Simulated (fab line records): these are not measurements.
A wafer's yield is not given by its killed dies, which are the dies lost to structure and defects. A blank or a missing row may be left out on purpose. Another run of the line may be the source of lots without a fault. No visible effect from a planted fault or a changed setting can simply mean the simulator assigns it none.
The tool behind it: which one? / flow rit_cmos / 14 lots with 42 wafers sampled at 2 steps, on a route of 202 steps

WHAT THE GAUGES SHOWED, per wafer
No reading from a measuring or inspecting step in the record can be judged against a usual standard deviation.

EACH LOT AND THE TOOL THAT RAN IT (in order: tool; ch and the chambers of the sampled wafers; start)
lot=L296; RIT_PRETRO_SOFTBAKE_02=litho_track-01 ch 0, day 2 10:28; RIT_M1_PROBE_99=prober-02, day 3 13:36
lot=L297; RIT_PRETRO_SOFTBAKE_02=litho_track-03 ch 0, day 2 13:19; RIT_M1_PROBE_99=prober-01, day 3 15:41
lot=L298; RIT_PRETRO_SOFTBAKE_02=litho_track-03 ch 0, day 2 16:49; RIT_M1_PROBE_99=prober-02, day 3 21:02
lot=L299; RIT_PRETRO_SOFTBAKE_02=litho_track-01 ch 0, day 2 22:13; RIT_M1_PROBE_99=prober-01, day 4 02:05
lot=L301; RIT_PRETRO_SOFTBAKE_02=litho_track-01 ch 0, day 3 07:04; RIT_M1_PROBE_99=prober-01, day 4 09:44
lot=L309; RIT_PRETRO_SOFTBAKE_02=litho_track-03 ch 0, day 5 00:28; RIT_M1_PROBE_99=prober-01, day 6 03:30
lot=L310; RIT_PRETRO_SOFTBAKE_02=litho_track-03 ch 0, day 5 04:38; RIT_M1_PROBE_99=prober-02, day 6 08:09
lot=L311; RIT_PRETRO_SOFTBAKE_02=litho_track-01 ch 0, day 5 10:59; RIT_M1_PROBE_99=prober-01, day 6 14:00
lot=L312; RIT_PRETRO_SOFTBAKE_02=litho_track-04 ch 0, day 5 16:10; RIT_M1_PROBE_99=prober-02, day 6 20:56
lot=L313; RIT_PRETRO_SOFTBAKE_02=litho_track-04 ch 0, day 5 22:23; RIT_M1_PROBE_99=prober-01, day 7 10:52
lot=L314; RIT_PRETRO_SOFTBAKE_02=litho_track-04 ch 0, day 6 02:11; RIT_M1_PROBE_99=prober-02, day 7 12:22
lot=L315; RIT_PRETRO_SOFTBAKE_02=litho_track-01 ch 0, day 6 07:05; RIT_M1_PROBE_99=prober-01, day 8 00:06
lot=L317; RIT_PRETRO_SOFTBAKE_02=litho_track-04 ch 0, day 7 02:25; RIT_M1_PROBE_99=prober-01, day 8 21:20
lot=L319; RIT_PRETRO_SOFTBAKE_02=litho_track-01 ch 0, day 7 20:24; RIT_M1_PROBE_99=prober-01, day 9 08:40
- RIT_PRETRO_SOFTBAKE_02: time 60 s.
- RIT_M1_PROBE_99

AS READ BY THE TOOLS THEMSELVES (means over the sampled wafers that have a number; for cases with no such wafer, the mark the record gives instead)
RIT_PRETRO_SOFTBAKE_02. Usual: heater_power_total_W 34.57 W, standard deviation 0.051; plate_temp_C 89.99 C, standard deviation 0.12; resist_line_temp_C 23.03 C, standard deviation 0.11.
lot=L296; tool=litho_track-01; heater_power_total_W (W)=34.49; plate_temp_C (C)=90.11; resist_line_temp_C (C)=23.17; flag=
lot=L297; tool=litho_track-03; heater_power_total_W (W)=34.58; plate_temp_C (C)=89.93; resist_line_temp_C (C)=23.02; flag=
lot=L298; tool=litho_track-03; heater_power_total_W (W)=34.60; plate_temp_C (C)=90.04; resist_line_temp_C (C)=22.91; flag=
lot=L299; tool=litho_track-01; heater_power_total_W (W)=34.60; plate_temp_C (C)=89.97; resist_line_temp_C (C)=23.06; flag=
lot=L301; tool=litho_track-01; heater_power_total_W (W)=34.51; plate_temp_C (C)=89.87; resist_line_temp_C (C)=22.92; flag=
lot=L309; tool=litho_track-03; heater_power_total_W (W)=36.06; plate_temp_C (C)=92.75; resist_line_temp_C (C)=23.03; flag=OFF
lot=L310; tool=litho_track-03; heater_power_total_W (W)=36.12; plate_temp_C (C)=92.81; resist_line_temp_C (C)=23.05; flag=OFF
lot=L311; tool=litho_track-01; heater_power_total_W (W)=34.58; plate_temp_C (C)=89.99; resist_line_temp_C (C)=22.97; flag=
lot=L312; tool=litho_track-04; heater_power_total_W (W)=34.57; plate_temp_C (C)=90.03; resist_line_temp_C (C)=22.94; flag=
lot=L313; tool=litho_track-04; heater_power_total_W (W)=34.54; plate_temp_C (C)=89.91; resist_line_temp_C (C)=22.98; flag=
lot=L314; tool=litho_track-04; heater_power_total_W (W)=34.52; plate_temp_C (C)=90.04; resist_line_temp_C (C)=23.02; flag=
lot=L315; tool=litho_track-01; heater_power_total_W (W)=34.56; plate_temp_C (C)=89.87; resist_line_temp_C (C)=23.07; flag=
lot=L317; tool=litho_track-04; heater_power_total_W (W)=34.53; plate_temp_C (C)=89.80; resist_line_temp_C (C)=22.80; flag=
lot=L319; tool=litho_track-01; heater_power_total_W (W)=34.58; plate_temp_C (C)=89.96; resist_line_temp_C (C)=22.98; flag=

RIT_M1_PROBE_99. Usual: killed_at_front_end 7, standard deviation 3.3; killed_dies 7, standard deviation 3.2; killed_open 3.6, standard deviation 2.2; killed_short 3.5, standard deviation 2.
lot=L296 tool=prober-02 killed_at_front_end=8 killed_dies=8 killed_open=5.0 killed_short=3.0 flag=
lot=L297 tool=prober-01 killed_at_front_end=3 killed_dies=3 killed_open=1.3 killed_short=1.7 flag=
lot=L298 tool=prober-02 killed_at_front_end=9 killed_dies=9 killed_open=4.3 killed_short=5.0 flag=
lot=L299 tool=prober-01 killed_at_front_end=5 killed_dies=5 killed_open=2.3 killed_short=3.0 flag=
lot=L301 tool=prober-01 killed_at_front_end=7 killed_dies=7 killed_open=4.0 killed_short=3.3 flag=
lot=L309 tool=prober-01 killed_at_front_end=8 killed_dies=8 killed_open=3.7 killed_short=4.3 flag=
lot=L310 tool=prober-02 killed_at_front_end=10 killed_dies=10 killed_open=6.0 killed_short=3.7 flag=
lot=L311 tool=prober-01 killed_at_front_end=9 killed_dies=9 killed_open=6.0 killed_short=2.7 flag=
lot=L312 tool=prober-02 killed_at_front_end=6 killed_dies=6 killed_open=2.3 killed_short=3.3 flag=
lot=L313 tool=prober-01 killed_at_front_end=10 killed_dies=10 killed_open=5.3 killed_short=4.3 flag=
lot=L314 tool=prober-02 killed_at_front_end=5 killed_dies=5 killed_open=2.3 killed_short=2.3 flag=
lot=L315 tool=prober-01 killed_at_front_end=8 killed_dies=8 killed_open=5.7 killed_short=2.3 flag=
lot=L317 tool=prober-01 killed_at_front_end=7 killed_dies=7 killed_open=3.3 killed_short=3.3 flag=
lot=L319 tool=prober-01 killed_at_front_end=7 killed_dies=7 killed_open=3.7 killed_short=3.0 flag=

THE ANSWER, worked out from the rows above alone
Rule: a lot is off if the mean of its wafers that have a number lies more than 3 standard deviations from the usual mean. A lot without any number at a reading at which 4 lots or more have one is off too. Where the step has rows for the other lots, those lots are counted as sound. After the gauges, taken in route order, come the tools' own readings; for these a lot's mean is taken, as printed above. The first step at which some lot is off is used, and at that step the reading that is off furthest; a lot without a number counts as furthest.
Off at RIT_PRETRO_SOFTBAKE_02 (heater_power_total_W): L309, L310.
If a tool, at that step or one of the process steps before it, ran each lot that is off and ran no sound lot following the first of them, it fits. One candidate fits, namely litho_track-03 at RIT_PRETRO_SOFTBAKE_02. Its last sound lot is L298 (day 2 16:49), its first lot that is off L309 (day 5 00:28): a fault that began between those two fits.
The tool's own readings at RIT_PRETRO_SOFTBAKE_02 bear it out: on the lots that are off they differ by more than 5 times the standard deviation of the sound lots' means. heater_power_total_W reads 36.09 W there against 34.55 W on the sound lots; plate_temp_C reads 92.78 C there against 89.96 C on the sound lots.

WHAT THE SIMULATOR HAD INSERTED
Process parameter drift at RIT_PRETRO_SOFTBAKE_02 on litho_track-03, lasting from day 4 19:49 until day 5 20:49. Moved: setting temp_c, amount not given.
Lots struck among those shown: L309, L310. The same result came from the rule above.
